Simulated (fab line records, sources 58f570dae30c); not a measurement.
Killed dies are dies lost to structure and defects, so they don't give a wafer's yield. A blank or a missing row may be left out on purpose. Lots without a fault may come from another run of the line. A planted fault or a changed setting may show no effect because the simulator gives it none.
fab line records | flow berkeley_cmos170
record lots=6 wafers=18 last_day=13
route steps=331 shown M3@314
lots that met no fault: from a run of the same line without faults
start_h: hours from the record's first day to the start of the lot's first wafer shown | wait_h: hours since the lot's step before | " the same as in the row above | L1.1+2: a row that stands for several wafers | - no value, or no start given | * or withheld: withheld | < > ~ a bound
route shown NAME@n: a module of which the file shows steps, and the number in the route of the first | usual: mean/standard deviation of fault-free wafers | same: alike in all rows | chamber/n: place in a boat | sites: the reading at each site | _std_site: their standard deviation | _edge_site: outer sites' mean less inner sites' | radius_mm: how far each site lies from the wafer's centre | mask NAME#n: copy n | behind: the tool/chamber that last shaped the wafer | hold: why the lot was held/for how many hours/how that ended | device: the transistor (n, p or np) that didn't switch | end of line: the same wafers' tests at the end of the route | a step without rows: its recipe alone | killed: dies lost to structure and defects at the first sort, not the wafer's yield | map: a wafer's dies, x killed, . not, _ none there
set.NAME: the setting as run; set.NAME@STEP: as run at that earlier step | model.NAME: the simulator's own value behind a step, which no gauge read
lots at some steps of the route; a table a step, a row a wafer
services: from which hour (start_h, from the record's first day; less than 0 if before it) a tool's chamber was out of use, for how many hours, and why
## steps
# step UCB170_M3_COAT_05
# recipe resist=KrF spin_rpm=1500 resist_thk_nm=900
# step UCB170_M3_SOFTBAKE_06
# recipe resist=KrF temp_c=130 time_s=60
# step UCB170_M3_STRIP_07
# recipe chemistry=O2 power_w=400 pressure_mtorr=3500 platen_temp_c=withheld o2_flow_sccm=400 overash_fraction=0.5
# usual drypump_motor_current_A=5.41/0.3 oes_product_au=0.734/0.0043 strip_time_to_endpoint_s=21.99/0.061
# columns lot.wafer tool chamber start_h wait_h drypump_motor_current_A oes_product_au rf_hours_counter_h strip_time_to_endpoint_s
L842.2 plasma_asher-01 1 197.68 0.1 5.74 0.729 48 21.96
L842.3 " 1 " " 5.75 0.734 - 22.03
L842.5 " 0 " " 5.41 0.739 - 21.90
L846.1 plasma_asher-01 1 215.80 0.1 5.73 0.736 50 22.05
L846.3 " 1 " " 5.74 0.732 - 22.06
L846.5 " 1 " " 5.75 0.744 - 22.01
L855.1 plasma_asher-01 0 260.47 0.1 5.39 0.739 55 22.06
L855.2 " 1 " " 5.74 0.735 55 22.04
L855.6 " 1 " " 5.76 0.742 - 22.06
L857.2 plasma_asher-03 0 277.09 0.1 4.92 0.727 52 21.90
L857.5 " 1 " " 5.69 0.727 - 22.00
L857.6 " 0 " " 4.88 0.731 - 21.95
L863.3 plasma_asher-01 0 290.40 0.1 5.42 0.735 - 22.03
L863.4 " 1 " " 5.75 0.734 - 22.06
L863.5 " 1 " " 5.73 0.726 - 22.02
L862.2 plasma_asher-01 0 306.87 0.1 5.41 0.735 60 21.90
L862.3 " 1 " " 5.73 0.735 - 21.93
L862.6 " 0 " " 5.43 0.738 - 21.91
# step UCB170_M3_STRIP_08
# recipe chemistry=DMSO temp_c=80 time_s=600 material=KrF
# step UCB170_M3_COAT_09
# recipe resist=BARC temp_c=withheld time_s=withheld spin_rpm=3000 resist_thk_nm=withheld
# step UCB170_M3_COAT_10
# recipe resist=KrF spin_rpm=1500 resist_thk_nm=900
# step UCB170_M3_SOFTBAKE_11
# recipe resist=KrF temp_c=130 time_s=60
# step UCB170_M3_EXPOSE_12
# recipe mask_id=METAL3 target_cd_nm=700 na=0.5 sigma_outer=0.6 source_shape=conventional dose_mj=26
# step UCB170_M3_PEB_13
# recipe peb_temp_c=129.5 peb_time_s=withheld resist=KrF
# step UCB170_M3_DEVELOP_14
# recipe developer=TMAH develop_time_s=45 resist=KrF dev_temp_c=21
# step UCB170_M3_CD_MEAS_15
# recipe target_cd_nm=700
# usual cd_nm=699.9/1.2
# columns lot.wafer tool chamber start_h wait_h cd_nm
L842.2 cd_sem-02 - 198.96 - 702.1
L842.3 " - " " 701.1
L842.5 " - " " 700.3
L846.1 cd_sem-02 - 216.91 - 700.5
L846.3 " - " " 700.5
L846.5 " - " " 699.6
L855.1 cd_sem-02 - 261.92 - 699.8
L855.2 " - " " 700.0
L855.6 " - " " 699.8
L857.2 cd_sem-01 - 278.83 - 701.3
L857.5 " - " " 701.5
L857.6 " - " " 699.3
L863.3 cd_sem-01 - 291.70 - 697.5
L863.4 " - " " 699.4
L863.5 " - " " 698.7
L862.2 cd_sem-02 - 308.25 - 697.9
L862.3 " - " " 697.8
L862.6 " - " " 696.6
# step UCB170_M3_OVL_MEAS_16
# usual M3_OVL=-3/5.7
# columns lot.wafer tool chamber start_h wait_h M3_OVL[nm]
L842.2 overlay-01 - 199.07 0.1 -2
L842.3 " - " " 0
L842.5 " - " " -1
L846.1 overlay-01 - 217.03 0.1 2
L846.3 " - " " 5
L846.5 " - " " -1
L855.1 overlay-01 - 262.04 0.1 4
L855.2 " - " " -5
L855.6 " - " " -5
L857.2 overlay-01 - 278.93 0.1 -22
L857.5 " - " " -8
L857.6 " - " " -15
L863.3 overlay-01 - 291.79 0.1 3
L863.4 " - " " -8
L863.5 " - " " -5
L862.2 overlay-02 - 308.35 0.1 -7
L862.3 " - " " -1
L862.6 " - " " -14
# step UCB170_M3_ETCH_17
# recipe chemistry=N2/H2 target_depth_a=withheld overetch_a=withheld target=BARC time_s=withheld source_w=500 bias_w=100 pressure_mtorr=30 n2_flow_sccm=100 h2_flow_sccm=200
# usual bias_w=100.0/0.31 chamber_pressure_mTorr=30.000/0.027 drypump_motor_current_A=5.8/0.58 oes_product_au=0.998/0.022 throttle_valve_pct=13.27/0.15
# columns lot.wafer tool chamber start_h wait_h bias_w chamber_pressure_mTorr drypump_motor_current_A oes_product_au throttle_valve_pct
L842.2 rie_diel-03 2 199.10 0.0 - - - - -
L842.3 " 1 " " - - - - -
L842.5 " 2 " " - - - - -
L846.1 rie_diel-03 0 217.07 0.0 - - - - -
L846.3 " 1 " " - - - - -
L846.5 " 0 " " - - - - -
L855.1 rie_diel-03 2 262.08 0.0 100.3 30.023 6.4 1.008 13.25
L855.2 " 3 " " 100.3 30.003 5.0 0.959 13.33
L855.6 " 0 " " 100.3 29.963 6.3 1.041 13.30
L857.2 rie_diel-01 1 278.96 0.0 99.6 29.984 6.2 1.022 13.27
L857.5 " 2 " " 99.9 29.981 5.3 0.997 13.07
L857.6 " 1 " " 99.7 30.006 6.2 1.030 13.28
L863.3 rie_diel-02 0 291.82 0.0 99.5 30.022 5.6 0.984 13.50
L863.4 " 2 " " 99.6 30.013 6.1 1.005 13.09
L863.5 " 0 " " 99.3 29.995 5.5 0.980 13.50
L862.2 rie_diel-03 0 308.38 0.0 100.0 30.061 6.3 1.034 13.29
L862.3 " 2 " " 99.7 29.990 6.3 1.001 13.25
L862.6 " 0 " " 99.6 29.958 6.3 1.042 13.31
# step UCB170_M3_METAL_ETCH_18
# recipe chemistry=Cl2/BCl3 target=Al stop_on=SiO2 pressure_mtorr=12 target_depth_a=11700 over_etch_frac=0.3 time_s=195 icp_w=600 bias_w=120 Cl2_flow_sccm=90 bcl3_flow_sccm=45
# usual bcl3_flow_sccm=45.00/0.14 bias_w=120.0/0.39 drypump_motor_current_A=5.6/0.46 oes_product_au=0.849/0.01 throttle_valve_pct=24.40/0.18
# columns lot.wafer tool chamber start_h wait_h bcl3_flow_sccm bias_w drypump_motor_current_A oes_product_au rf_hours_counter_h throttle_valve_pct
L842.2 rie_metal-02 1 199.14 - 45.04 120.1 6.4 0.369 4 24.52
L842.3 " 0 " " 44.84 119.5 5.3 0.377 - 24.84
L842.5 " 0 " " 44.91 120.3 5.3 0.370 - 24.84
L846.1 rie_metal-03 0 217.11 - 45.03 120.0 5.9 0.373 8 24.75
L846.3 " 0 " " 45.23 120.2 5.9 0.376 - 24.76
L846.5 " 1 " " 45.05 119.9 5.9 0.373 - 24.72
L855.1 rie_metal-01 1 262.12 - 45.26 119.9 5.2 0.853 2 24.46
L855.2 " 0 " " 45.21 119.0 5.1 0.843 4 24.06
L855.6 " 1 " " 45.10 120.2 5.2 0.858 - 24.46
L857.2 rie_metal-02 0 279.01 - 44.86 120.0 5.3 0.863 6 24.60
L857.5 " 0 " " 44.85 119.9 5.3 0.862 - 24.60
L857.6 " 1 " " 45.20 119.3 6.4 0.856 - 24.28
L863.3 rie_metal-01 0 291.92 - 44.96 119.6 5.1 0.845 - 24.06
L863.4 " 1 " " 45.08 120.4 5.2 0.853 - 24.45
L863.5 " 1 " " 45.13 119.7 5.2 0.844 - 24.47
L862.2 rie_metal-03 1 308.43 - 45.00 119.6 5.9 0.858 11 24.49
L862.3 " 0 " " 45.13 120.5 5.9 0.861 - 24.52
L862.6 " 1 " " 44.96 120.1 5.9 0.861 - 24.47
# step UCB170_M3_STRIP_19
# recipe chemistry=O2 power_w=400 pressure_mtorr=3500 platen_temp_c=withheld o2_flow_sccm=400 overash_fraction=0.5
# usual drypump_motor_current_A=5.3/0.33 oes_product_au=0.550/0.011
# columns lot.wafer tool chamber start_h wait_h drypump_motor_current_A oes_product_au rf_hours_counter_h
L842.2 plasma_asher-01 0 199.33 0.1 5.4 0.547 48
L842.3 " 0 " " 5.4 0.562 -
L842.5 " 1 " " 5.8 0.561 -
L846.1 plasma_asher-03 1 217.30 0.1 5.7 0.558 45
L846.3 " 1 " " 5.7 0.545 -
L846.5 " 0 " " 4.9 0.542 -
L855.1 plasma_asher-01 1 262.31 0.1 5.7 0.572 55
L855.2 " 0 " " 5.4 0.542 55
L855.6 " 0 " " 5.4 0.551 -
L857.2 plasma_asher-02 0 279.19 0.1 5.2 0.565 55
L857.5 " 0 " " 5.2 0.579 -
L857.6 " 1 " " 5.1 0.551 -
L863.3 plasma_asher-03 1 292.08 0.1 5.7 0.540 -
L863.4 " 0 " " 4.9 0.569 -
L863.5 " 0 " " 4.9 0.551 -
L862.2 plasma_asher-03 1 308.61 0.1 5.7 0.560 56
L862.3 " 1 " " 5.7 0.539 -
L862.6 " 0 " " 4.9 0.558 -
# step UCB170_M3_CD_MEAS_90
# recipe target_cd_nm=700
# usual cd_nm=699/3.5
# columns lot.wafer tool chamber start_h wait_h cd_nm
L842.2 cd_sem-01 - 199.45 0.1 -
L842.3 " - " " -
L842.5 " - " " -
L846.1 cd_sem-01 - 217.40 0.1 -
L846.3 " - " " -
L846.5 " - " " -
L855.1 cd_sem-01 - 262.41 0.1 700
L855.2 " - " " 703
L855.6 " - " " 699
L857.2 cd_sem-02 - 279.31 0.1 696
L857.5 " - " " 694
L857.6 " - " " 696
L863.3 cd_sem-01 - 292.19 0.1 697
L863.4 " - " " 696
L863.5 " - " " 697
L862.2 cd_sem-02 - 308.73 0.1 693
L862.3 " - " " 699
L862.6 " - " " 694
# step UCB170_M3_BOW_MEAS_20
# recipe mode=bow
# usual M3_BOW=36/8
# columns lot.wafer tool chamber start_h wait_h M3_BOW[um]
L842.2 film_metro-02 - 199.57 0.1 34
L842.3 " - " " 27
L842.5 " - " " 26
L846.1 film_metro-03 - 217.52 0.1 24
L846.3 " - " " 44
L846.5 " - " " 10
L855.1 film_metro-02 - 262.53 0.1 34
L855.2 " - " " 29
L855.6 " - " " 43
L857.2 film_metro-03 - 279.43 0.1 33
L857.5 " - " " 42
L857.6 " - " " 40
L863.3 film_metro-03 - 292.31 0.1 30
L863.4 " - " " 30
L863.5 " - " " 29
L862.2 film_metro-02 - 308.85 0.1 33
L862.3 " - " " 39
L862.6 " - " " 39
## services
# columns tool chamber start_h hours kind
rie_metal-01 1 178.11 - clean
rie_metal-01 1 178.11 16.0 scheduled_down
rie_metal-01 1 178.11 16.0 vent_cycle
rie_metal-03 - 187.41 1.3 repair
rie_diel-03 3 202.35 9.5 repair
rie_diel-01 3 211.48 8.5 repair
plasma_asher-02 - 221.27 4.3 pm
rie_diel-01 1 221.75 2.8 repair
rie_diel-03 - 236.35 0.4 repair
plasma_asher-02 - 239.97 14.6 pm
rie_diel-02 1 240.04 3.7 repair
rie_diel-01 0 260.66 6.4 repair
rie_diel-02 3 264.34 6.8 repair
rie_diel-03 2 270.54 1.4 repair
plasma_asher-02 - 282.08 2.8 pm
rie_diel-01 1 289.49 - clean
rie_metal-03 - 294.57 4.3 pm
rie_diel-02 0 303.69 3.2 repair
## key
first_sign step=UCB170_M3_ETCH_17 reading=tool_record direction=missing
effect step=UCB170_M3_METAL_ETCH_18 reading=oes_product_au direction=down sigmas=46 usual=0.849 struck=0.373
effect step=UCB170_M3_CD_MEAS_90 reading=cd_nm direction=missing
model_effect step=UCB170_M3_PROBE_99 value=etest.antenna_m3.over_limit without=0 struck=1
met_at UCB170_M3_ETCH_17
struck_wafers L842.2,L842.3,L842.5,L846.1,L846.3,L846.5
later_rows_left_out L842.2,L842.3,L842.5,L846.1,L846.3,L846.5
sort_left_out L842.2,L842.3,L842.5,L846.1,L846.3,L846.5
fault kind=skipped_step_whole tool=rie_diel-03 chamber=- onset_h=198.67 steps=UCB170_M3_ETCH_17 scope=struck_lots_only
# sort_left_out: the simulated sort isn't trusted on such a fault, so these wafers' sort isn't shown, and their yield isn't known
# later_rows_left_out: the simulator's readings of these wafers behind a module that went badly wrong aren't trusted and aren't shown, but for the sort
